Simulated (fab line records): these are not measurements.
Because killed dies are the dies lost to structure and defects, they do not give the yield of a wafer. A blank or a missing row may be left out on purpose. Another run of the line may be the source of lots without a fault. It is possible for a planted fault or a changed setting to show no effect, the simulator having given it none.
fab line records	flow ritCmos
[record] lots = 13	wafers = 39	lastDay = 7
route steps=202 shown ACTIVE@12 SPACER@129 PSD@151 M1@202
lots untouched by any fault: they come from a run of this same line in which no faults occurred
startH: the number of hours between the record's first day and the start of the first shown wafer of the lot	waitH: hours since the lot's step before	" the same as in the row above	L1.1+2: several wafers, shown together as one row	- value missing, or start not given	* or withheld: withheld	< > ~ a bound
route shown NAME@n: a module of which the file shows steps, and the number in the route of the first	usual: mean/standard deviation of fault-free wafers	same: alike in all rows	chamber/n: place in a boat	sites: each site's reading	_std_site: their standard deviation	_edge_site: the outer-site mean with the inner-site mean subtracted	radiusMm: how far each site lies from the wafer's centre	mask NAME#n: copy n	behind: the most recent tool/chamber to have shaped the wafer	hold: reason for holding the lot/hours on hold/outcome of the hold	device: names the non-switching transistor (n, p or np)	end of line: the tests these same wafers got at the end of their route	a step with no rows: only its recipe	killed: count of dies lost to structure and defects at first sort (not the wafer's yield)	map: shows each die of a wafer: x if killed, . if not, _ if none is there
set.NAME: the setting the step ran with; set.NAME@STEP: the setting that earlier step ran with	model.NAME: the simulator's own value behind a step, which no gauge read
steps of the route over a sample of lots; a table a step, a row a wafer
services: when a tool's chamber went out of use (startH, in hours from the record's first day, below 0 if earlier), for how many hours, and the reason
[[steps]]
[step RIT_ACTIVE_CD_MEAS_11]
[recipe] targetCdNm = 1400
[usual] cdNm = 1400.6/2.2
lot.wafer	tool	chamber	startH	waitH	cdNm
L896.1	cdSem-01	-	19.59	-	1401.6
L896.4	"	-	"	"	1402.7
L896.5	"	-	"	"	1403.5
L897.3	cdSem-01	-	24.48	-	1401.3
L897.5	"	-	"	"	1402.0
L897.6	"	-	"	"	1402.6
L898.1	cdSem-01	-	29.56	-	1400.4
L898.2	"	-	"	"	1403.9
L898.5	"	-	"	"	1404.6
L899.2	cdSem-01	-	34.58	-	1400.4
L899.3	"	-	"	"	1398.9
L899.4	"	-	"	"	1403.2
L900.1	cdSem-01	-	40.50	-	1400.9
L900.2	"	-	"	"	1400.4
L900.3	"	-	"	"	1400.8
L901.2	cdSem-01	-	44.58	-	1400.5
L901.4	"	-	"	"	1400.7
L901.6	"	-	"	"	1399.4
L909.3	cdSem-01	-	84.60	-	1398.8
L909.4	"	-	"	"	1400.7
L909.5	"	-	"	"	1397.4
L912.3	cdSem-02	-	101.43	-	1401.9
L912.4	"	-	"	"	1401.9
L912.6	"	-	"	"	1404.5
L913.1	cdSem-02	-	104.56	-	1399.2
L913.4	"	-	"	"	1400.0
L913.5	"	-	"	"	1397.2
L914.2	cdSem-02	-	109.58	-	1397.6
L914.3	"	-	"	"	1399.5
L914.5	"	-	"	"	1396.4
L915.1	cdSem-02	-	114.56	-	1400.8
L915.2	"	-	"	"	1403.0
L915.5	"	-	"	"	1401.5
L916.2	cdSem-01	-	119.67	-	1400.9
L916.3	"	-	"	"	1400.2
L916.4	"	-	"	"	1401.6
L918.2	cdSem-02	-	130.97	-	1399.9
L918.4	"	-	"	"	1400.4
L918.6	"	-	"	"	1399.8
[step RIT_ACTIVE_CLEAN_16]
[recipe] chemistry = dHF	dilution = 50:1	timeS = 30
[usual] runLengthS = 57.9/2.4
lot.wafer	tool	chamber	startH	waitH	runLengthS
L896.1	wetBench-01	0	20.46	0.0	62.4
L896.4	"	0	"	"	62.4
L896.5	"	0	"	"	62.4
L897.3	wetBench-04	0	25.31	0.0	57.3
L897.5	"	0	"	"	57.3
L897.6	"	0	"	"	57.3
L898.1	wetBench-01	0	30.44	0.0	56.2
L898.2	"	0	"	"	56.2
L898.5	"	0	"	"	56.2
L899.2	wetBench-01	0	35.44	0.0	56.1
L899.3	"	0	"	"	56.1
L899.4	"	0	"	"	56.1
L900.1	wetBench-01	0	41.40	0.0	62.8
L900.2	"	0	"	"	62.8
L900.3	"	0	"	"	62.8
L901.2	wetBench-04	0	45.44	0.0	58.5
L901.4	"	0	"	"	58.5
L901.6	"	0	"	"	58.5
L909.3	wetBench-04	2	85.44	0.0	41.8
L909.4	"	2	"	"	41.8
L909.5	"	2	"	"	41.8
L912.3	wetBench-01	0	102.28	0.0	56.7
L912.4	"	0	"	"	56.7
L912.6	"	0	"	"	56.7
L913.1	wetBench-02	2	105.44	0.0	56.1
L913.4	"	2	"	"	56.1
L913.5	"	2	"	"	56.1
L914.2	wetBench-04	3	110.76	0.0	62.3
L914.3	"	3	"	"	62.3
L914.5	"	3	"	"	62.3
L915.1	wetBench-02	2	115.44	0.0	56.5
L915.2	"	2	"	"	56.5
L915.5	"	2	"	"	56.5
L916.2	wetBench-02	1	120.52	0.0	57.5
L916.3	"	1	"	"	57.5
L916.4	"	1	"	"	57.5
L918.2	wetBench-02	2	131.82	0.0	57.1
L918.4	"	2	"	"	57.1
L918.6	"	2	"	"	57.1
[step RIT_SPACER_THK_MEAS_04]
[recipe] reads = Si3N4_of_SPACER_CVD_03
[usual] SPACER_NITRIDE_THK = 249.2/2.6
lot.wafer	tool	chamber	startH	waitH	SPACER_NITRIDE_THK[nm]
L896.1	filmMetro-02	-	51.08	0.0	250.7
L896.4	"	-	"	"	252.1
L896.5	"	-	"	"	249.6
L897.3	filmMetro-02	-	54.86	0.0	247.5
L897.5	"	-	"	"	248.0
L897.6	"	-	"	"	246.7
L898.1	filmMetro-01	-	60.49	0.0	246.3
L898.2	"	-	"	"	244.8
L898.5	"	-	"	"	245.1
L899.2	filmMetro-01	-	65.14	0.0	252.1
L899.3	"	-	"	"	250.9
L899.4	"	-	"	"	250.2
L900.1	filmMetro-04	-	72.87	0.0	246.6
L900.2	"	-	"	"	244.3
L900.3	"	-	"	"	244.2
L901.2	filmMetro-01	-	76.03	0.0	248.2
L901.4	"	-	"	"	245.0
L901.6	"	-	"	"	248.0
L909.3	filmMetro-02	-	116.96	0.0	255.2
L909.4	"	-	"	"	254.2
L909.5	"	-	"	"	256.3
L912.3	filmMetro-01	-	131.96	0.0	250.9
L912.4	"	-	"	"	249.9
L912.6	"	-	"	"	250.0
L913.1	filmMetro-04	-	135.45	0.0	246.1
L913.4	"	-	"	"	248.7
L913.5	"	-	"	"	244.1
L914.2	filmMetro-01	-	141.73	0.0	249.6
L914.3	"	-	"	"	247.3
L914.5	"	-	"	"	247.2
L915.1	filmMetro-02	-	144.85	0.0	255.0
L915.2	"	-	"	"	252.2
L915.5	"	-	"	"	252.6
L916.2	filmMetro-04	-	152.37	0.0	248.9
L916.3	"	-	"	"	249.3
L916.4	"	-	"	"	248.1
L918.2	filmMetro-01	-	161.10	0.0	248.7
L918.4	"	-	"	"	250.0
L918.6	"	-	"	"	252.1
[step RIT_PSD_STRIP_09]
[recipe] chemistry = O2	timeS = 180	resist = NOVOLAK	platenTempC = withheld	powerW = 500	pressureMtorr = 4000	o2FlowSccm = 4000
[usual] drypumpMotorCurrentA = 5.6/0.47
lot.wafer	tool	chamber	startH	waitH	drypumpMotorCurrentA	rfHoursCounterH
L896.1	plasmaAsher-02	0	53.90	0.1	5.2	42
L896.4	"	1	"	"	6.2	-
L896.5	"	0	"	"	5.2	-
L897.3	plasmaAsher-03	1	58.01	0.1	6.1	-
L897.5	"	1	"	"	6.1	-
L897.6	"	0	"	"	5.0	-
L898.1	plasmaAsher-04	0	63.46	0.1	6.0	28
L898.2	"	1	"	"	5.4	28
L898.5	"	0	"	"	6.1	-
L899.2	plasmaAsher-04	1	68.11	0.1	5.4	28
L899.3	"	1	"	"	5.4	-
L899.4	"	0	"	"	6.0	-
L900.1	plasmaAsher-04	1	75.81	0.1	5.4	29
L900.2	"	0	"	"	6.0	29
L900.3	"	0	"	"	6.0	-
L901.2	plasmaAsher-04	1	78.98	0.1	5.4	30
L901.4	"	1	"	"	5.4	-
L901.6	"	1	"	"	5.4	-
L909.3	plasmaAsher-03	1	120.27	0.1	6.1	-
L909.4	"	0	"	"	5.0	-
L909.5	"	0	"	"	5.0	-
L912.3	plasmaAsher-03	1	134.81	0.1	6.1	-
L912.4	"	0	"	"	5.0	-
L912.6	"	1	"	"	6.1	-
L913.1	plasmaAsher-04	0	138.39	0.1	6.0	37
L913.4	"	0	"	"	6.0	-
L913.5	"	0	"	"	6.0	-
L914.2	plasmaAsher-03	1	144.79	0.1	6.1	47
L914.3	"	1	"	"	6.1	-
L914.5	"	0	"	"	5.0	-
L915.1	plasmaAsher-03	0	147.67	0.1	5.0	48
L915.2	"	1	"	"	6.1	48
L915.5	"	0	"	"	5.0	-
L916.2	plasmaAsher-02	0	155.30	0.1	5.2	4
L916.3	"	1	"	"	6.2	-
L916.4	"	0	"	"	5.2	-
L918.2	plasmaAsher-03	0	164.16	0.1	5.0	50
L918.4	"	0	"	"	5.0	-
L918.6	"	1	"	"	6.1	-
[step RIT_M1_PROBE_99]
[usual] killed_at_M0_to_M3 = 0.0/0.083	killedAtContacts = 0.1/0.36	killedAtFrontEnd = 7.2/2.9	killedDies = 7.4/2.9	killedOpen = 3.8/2	killedShort = 3.5/2
[same] grossDies = 264	killed_at_M4_up = 0	killedAtBackSide = 0	killedAtOther = 0
lot.wafer	tool	chamber	startH	waitH	killed_at_M0_to_M3	killedAtContacts	killedAtFrontEnd	killedDies	killedOpen	killedShort
L909.3	prober-01	-	128.85	0.2	0	0	7	7	3	3
L909.4	prober-01	-	128.90	0.2	0	0	6	6	3	3
L909.5	prober-01	-	128.95	0.2	0	1	8	9	5	4
L912.3	prober-02	-	143.21	0.2	0	0	6	6	2	4
L912.4	prober-02	-	143.26	0.2	0	0	5	5	3	2
L912.6	prober-02	-	143.36	0.2	0	0	6	6	2	4
L918.2	prober-02	-	172.30	0.1	0	2	3	5	3	2
L918.4	prober-02	-	172.40	0.2	0	0	8	8	7	1
L918.6	prober-02	-	172.50	0.2	0	0	1	1	0	1
// killed by level:class
L909.3 FOX2:geometricParticle:short=1 GATE:geometricParticle:short=1 REOX:geometricParticle:open=1 REOX:geometricParticle:short=1 SPACER:geometricParticle:open=1 SILICIDE:geometricParticle:open=1 NRETRO:coatMicrobubblePrinted=1
L909.4 SPACER:geometricParticle:short=2 GATE:geometricParticle:short=1 GATE:geometricParticle:open=1 SPACER:geometricParticle:open=1 SILICIDE:geometricParticle:open=1
L909.5 SILICIDE:geometricParticle:short=2 FOX1:geometricParticle:open=1 GATE:geometricParticle:short=1 GATE:geometricParticle:open=1 REOX:geometricParticle:open=1 SPACER:geometricParticle:open=1 SILICIDE:geometricParticle:open=1 CONTACT:geometricParticle:short=1
L912.3 GATE:geometricParticle:open=2 GATE:geometricParticle:short=1 REOX:geometricParticle:short=1 SPACER:geometricParticle:short=1 SILICIDE:geometricParticle:short=1
L912.4 REOX:geometricParticle:open=3 REOX:geometricParticle:short=1 SPACER:geometricParticle:short=1
L912.6 SPACER:geometricParticle:short=3 REOX:geometricParticle:open=1 REOX:geometricParticle:short=1 SPACER:geometricParticle:open=1
L918.2 FOX1:geometricParticle:short=1 FOX1:geometricParticle:open=1 FOX2:geometricParticle:open=1 CONTACT:geometricParticle:short=1 CONTACT:geometricParticle:open=1
L918.4 FOX1:geometricParticle:open=3 SPACER:geometricParticle:open=2 FOX1:geometricParticle:short=1 GATE:geometricParticle:open=1 SILICIDE:geometricParticle:open=1
L918.6 GATE:geometricParticle:short=1
[[services]]
tool	chamber	startH	hours	kind
plasmaAsher-03	-	32.97	16.7	repair
wetBench-02	-	35.34	3.2	repair
plasmaAsher-04	-	46.32	3.4	repair
plasmaAsher-03	-	62.75	3.1	repair
plasmaAsher-03	-	66.82	15.6	pm
wetBench-02	-	90.71	2.7	repair
plasmaAsher-02	-	107.56	3.9	repair
plasmaAsher-04	-	108.75	1.5	repair
plasmaAsher-02	-	111.42	9.0	pm
plasmaAsher-02	0	111.42	9.0	ventCycle
plasmaAsher-02	1	111.42	9.0	ventCycle
plasmaAsher-02	0	120.42	-	clean
plasmaAsher-02	1	120.42	-	clean
[[key]]
[firstSign] step = RIT_ACTIVE_CLEAN_16	reading = runLengthS	direction = down	sigmas = 6.6	usual = *	struck = *
effect none on later readings
metAt RIT_ACTIVE_CLEAN_16
struckLots L909
struckWafers L909.3,L909.4,L909.5
testerLeftOut L909
notActingAt RIT_ACTIVE_CD_MEAS_11,RIT_SPACER_THK_MEAS_04,RIT_PSD_STRIP_09
[fault] kind = processParameterDrift	tool = wetBench-04	chamber = 2	onsetH = 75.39	steps = RIT_ACTIVE_CLEAN_16	channel = timeS	offset = *	shape = step	endH = 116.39	actsIn = *	stated = *
// testerLeftOut: of these lots the tester's yield and bins aren't shown, on N5 and GAA mostly nor the transistor test; their killed dies are dies lost to structure and defects alone, not to doping, threshold or leakage, so they don't give the yield
